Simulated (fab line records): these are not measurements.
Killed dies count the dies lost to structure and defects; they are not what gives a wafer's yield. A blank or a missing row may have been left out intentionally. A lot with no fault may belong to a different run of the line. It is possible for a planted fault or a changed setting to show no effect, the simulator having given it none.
Which tool did it?	flow berkeley_cmos170	14 lots with 42 wafers sampled at 7 steps, on a route of 331 steps

## WHAT EACH GAUGE READ, for each wafer
UCB170_PFIELD_OVL_MEAS_06. Usual: PFIELD_OVL typically reads 2 nm, with standard deviation 5.9.
lot	measured	on	PFIELD_OVL (nm)	flag
L811	day 5 06:29	overlay-01	-7 -1 -10	
L812	day 5 06:29	overlay-02	5 5 4	
L813	day 5 08:55	overlay-01	4 4 15	
L815	day 5 21:43	overlay-02	-7 -6 -9	
L820	day 6 06:32	overlay-01	3 8 6	
L818	day 6 07:26	overlay-02	-1 1 0	
L821	day 7 01:43	overlay-01	8 3 -2	
L823	day 7 14:43	overlay-02	8 6 6	
L824	day 7 15:04	overlay-01	-1 0 -4	
L828	day 9 00:09	overlay-01	10 10 13	
L830	day 9 02:25	overlay-01	2 3 -1	
L833	day 9 10:41	overlay-02	1 5 2	
L832	day 9 11:01	overlay-02	-1 4 -3	
L834	day 9 20:56	overlay-02	-1 1 -2	

UCB170_SCREENOX_THK_MEAS_02. Usual: SCREENOX_OXIDE_THK typically reads 14.45 nm, with standard deviation 0.24.
lot	measured	on	SCREENOX_OXIDE_THK (nm)	flag
L811	day 6 06:56	film_metro-02	14.63 14.40 14.41	
L812	day 6 06:57	film_metro-04	14.95 15.26 15.16	
L813	day 6 06:52	film_metro-01	14.53 14.56 14.43	
L815	day 7 01:26	film_metro-01	14.55 14.31 14.57	
L820	day 7 13:26	film_metro-04	14.33 14.32 14.79	
L818	day 7 13:30	film_metro-02	14.79 14.66 14.55	
L821	day 8 06:13	film_metro-02	14.16 14.46 14.25	
L823	day 8 17:58	film_metro-02	14.31 14.29 14.40	
L824	day 8 18:02	film_metro-02	14.44 14.13 14.23	
L828	day 10 04:01	film_metro-02	14.38 14.38 14.47	
L830	day 10 04:04	film_metro-02	14.25 14.54 14.41	
L833	day 10 15:10	film_metro-02	14.13 14.31 14.22	
L832	day 10 15:09	film_metro-04	14.18 14.43 14.22	
L834	day 10 20:50	film_metro-04	14.05 14.02 14.16	

UCB170_NLDD_OVL_MEAS_07. Usual: NLDD_OVL typically reads -3 nm, with standard deviation 4.7.
lot	measured	on	NLDD_OVL (nm)	flag
L811	day 7 13:11	overlay-01	1 -1 1	
L812	day 7 14:02	overlay-01	-1 -2 0	
L813	day 7 12:29	overlay-02	1 -3 -7	
L815	day 8 01:33	overlay-02	-10 -8 -14	
L820	day 8 18:29	overlay-01	-1 2 -2	
L818	day 8 18:02	overlay-02	-17 -12 -10	
L821	day 9 12:14	overlay-02	-6 -6 -12	
L823	day 10 02:23	overlay-02	-3 -10 -6	
L824	day 10 02:40	overlay-01	3 3 -3	
L828	day 11 05:55	overlay-01	9 5 2	
L830	day 11 04:27	overlay-01	-5 -5 -6	
L833	day 11 19:02	overlay-01	-5 -4 -4	
L832	day 11 18:11	overlay-02	-4 -4 -3	
L834	day 12 00:13	overlay-01	3 -3 -3	

UCB170_PSD_TW_MEAS_10. Usual: PSD_TW typically reads 2312, with standard deviation 25.
lot	measured	on	PSD_TW	flag
L811	day 8 02:55	film_metro-04	2314 2318 2310	
L812	day 8 03:55	film_metro-01	2341 2347 2344	
L813	day 8 03:38	film_metro-02	2307 2297 2302	
L815	day 8 09:04	film_metro-01	2338 2337 2335	
L820	day 9 03:44	film_metro-02	2296 2286 2288	
L818	day 9 03:07	film_metro-01	2345 2343 2339	
L821	day 10 00:17	film_metro-04	2329 2351 2341	
L823	day 10 11:37	film_metro-02	2302 2269 2283	
L824	day 10 11:40	film_metro-01	2314 2313 2319	
L828	day 11 12:13	film_metro-02	2106 2109 2108	OFF
L830	day 11 13:20	film_metro-04	2132 2140 2136	OFF
L833	day 12 01:57	film_metro-04	2350 2335 2339	
L832	day 12 01:38	film_metro-02	2289 2279 2279	
L834	day 12 07:16	film_metro-01	2357 2345 2355	

UCB170_SDANNEAL_RS_MEAS_02: measures by four-point-probe. Usual: PSD_RS typically reads 75.60 ohm/sq, with standard deviation 0.3.
lot	measured	on	PSD_RS (ohm/sq)	flag
L811	day 8 09:54	film_metro-01	76.05 76.22 76.15	
L812	day 8 10:56	film_metro-04	75.79 75.32 75.47	
L813	day 8 11:05	film_metro-01	75.61 75.46 75.60	
L815	day 8 14:36	film_metro-02	75.37 75.53 75.60	
L820	day 9 10:26	film_metro-01	75.62 75.95 76.13	
L818	day 9 09:47	film_metro-02	75.06 75.41 75.23	
L821	day 10 04:08	film_metro-04	75.69 75.47 75.91	
L823	day 10 15:01	film_metro-01	75.27 75.70 75.51	
L824	day 10 15:51	film_metro-02	76.33 76.16 75.86	
L828	day 11 17:46	film_metro-04	79.23 79.32 79.42	OFF
L830	day 11 18:21	film_metro-04	79.57 79.69 79.61	OFF
L833	day 12 04:52	film_metro-02	75.04 75.03 75.16	
L832	day 12 04:37	film_metro-01	75.68 75.87 75.81	
L834	day 12 10:28	film_metro-01	75.70 75.50 75.29	

## TOOL THAT RAN EACH LOT (tool first, then ch and the chambers of the sampled wafers, then the start)
lot	UCB170_PSD_IMPLANT_08	UCB170_PSD_STRIP_09
L811	implanter-02 ch 0, day 8 02:42	plasma_asher-02 ch 0,1, day 8 02:50
L812	implanter-02 ch 0, day 8 03:40	plasma_asher-03 ch 0,1, day 8 03:49
L813	implanter-04 ch 0, day 8 03:24	plasma_asher-03 ch 0,1, day 8 03:31
L815	implanter-04 ch 0, day 8 08:49	plasma_asher-03 ch 0,1, day 8 08:58
L820	implanter-01 ch 0, day 9 03:29	plasma_asher-03 ch 0,1, day 9 03:38
L818	implanter-02 ch 0, day 9 02:52	plasma_asher-01 ch 0,1, day 9 03:00
L821	implanter-02 ch 0, day 10 00:02	plasma_asher-03 ch 0,1, day 10 00:10
L823	implanter-02 ch 0, day 10 11:15	plasma_asher-03 ch 0,1, day 10 11:30
L824	implanter-01 ch 0, day 10 11:26	plasma_asher-01 ch 0,1, day 10 11:34
L828	implanter-02 ch 0, day 11 11:59	plasma_asher-02 ch 0,1, day 11 12:08
L830	implanter-02 ch 0, day 11 13:05	plasma_asher-03 ch 0,1, day 11 13:14
L833	implanter-01 ch 0, day 12 01:43	plasma_asher-03 ch 0,1, day 12 01:50
L832	implanter-01 ch 0, day 12 01:23	plasma_asher-02 ch 0,1, day 12 01:32
L834	implanter-01 ch 0, day 12 07:02	plasma_asher-02 ch 0,1, day 12 07:10
- UCB170_PSD_IMPLANT_08
- UCB170_PSD_STRIP_09: strips in O2.

## AS READ BY THE TOOLS THEMSELVES (means over the sampled wafers that have a number; for cases with no such wafer, the mark the record gives instead)
UCB170_PSD_IMPLANT_08. Usual: beam_energy_keV 20.000, standard deviation 0.0064; end_station_pressure_torr 1.25e-05 Torr, standard deviation 5.8e-07.
lot	tool	beam_energy_keV	end_station_pressure_torr (Torr)	flag
L811	implanter-02	19.992	1.22e-05	
L812	implanter-02	19.999	1.31e-05	
L813	implanter-04	20.005	1.27e-05	
L815	implanter-04	19.998	1.27e-05	
L820	implanter-01	20.006	1.24e-05	
L818	implanter-02	20.006	1.26e-05	
L821	implanter-02	19.995	1.23e-05	
L823	implanter-02	20.007	1.23e-05	
L824	implanter-01	20.000	1.19e-05	
L828	implanter-02	13.992	1.24e-05	OFF
L830	implanter-02	14.009	1.28e-05	OFF
L833	implanter-01	19.996	1.29e-05	
L832	implanter-01	19.995	1.21e-05	
L834	implanter-01	20.001	1.31e-05	

UCB170_PSD_STRIP_09. Usual: drypump_motor_current_A 5.6 A, standard deviation 0.56; oes_product_au 0.600 a.u., standard deviation 0.0042; strip_time_to_endpoint_s 29.35 s, standard deviation 0.074.
lot	tool	drypump_motor_current_A (A)	oes_product_au (a.u.)	strip_time_to_endpoint_s (s)	flag
L811	plasma_asher-02	5.4	0.603	29.22	
L812	plasma_asher-03	5.6	0.599	29.25	
L813	plasma_asher-03	5.2	0.598	29.35	
L815	plasma_asher-03	5.5	0.599	29.43	
L820	plasma_asher-03	5.2	0.601	29.40	
L818	plasma_asher-01	6.2	0.600	29.42	
L821	plasma_asher-03	5.2	0.600	29.30	
L823	plasma_asher-03	5.2	0.599	29.33	
L824	plasma_asher-01	5.9	0.600	29.30	
L828	plasma_asher-02	5.7	0.637	26.82	OFF
L830	plasma_asher-03	5.2	0.637	26.79	OFF
L833	plasma_asher-03	5.2	0.599	29.34	
L832	plasma_asher-02	5.7	0.598	29.34	
L834	plasma_asher-02	5.7	0.598	29.39	

## THE ANSWER, worked out from the rows above alone
Rule: take the mean of a lot's wafers that have a number; if it is more than 3 standard deviations from the usual mean, the lot is off. A lot without any number at a reading at which 4 lots or more have one is off too. Any other lot the step has rows for is counted as sound. After the gauges, taken in route order, come the tools' own readings; for these a lot's mean is taken, as printed above. At the first step where some lot is off, the reading lying furthest off is the one used; lots without a number count as furthest.
Off: L828, L830, seen at UCB170_PSD_TW_MEAS_10 (PSD_TW).
If a tool, at a process step before that reading, ran all the lots that are off and no sound lot after the first of them, it fits. Not tried: the gauges at UCB170_PSD_TW_MEAS_10; whatever is off there is also off at UCB170_PSD_IMPLANT_08, on other tools, and gauge error can't account for it. One fits: UCB170_PSD_IMPLANT_08 on implanter-02. A fault onset in the window from L823 (day 10 11:15, its last sound lot) to L828 (day 11 11:59, its first lot off) fits.
On the lots that are off, the tool's own readings at UCB170_PSD_IMPLANT_08 differ by more than 5 times the standard deviation of the sound lots' means, which bears it out; beam_energy_keV reads 14.001 there versus 20.000 on the sound lots.

## WHAT THE SIMULATOR PUT IN
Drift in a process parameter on implanter-02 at UCB170_PSD_IMPLANT_08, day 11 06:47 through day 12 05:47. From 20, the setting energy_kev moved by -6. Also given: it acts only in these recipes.
Lots struck among those shown: L828, L830. The same result came from the rule above.
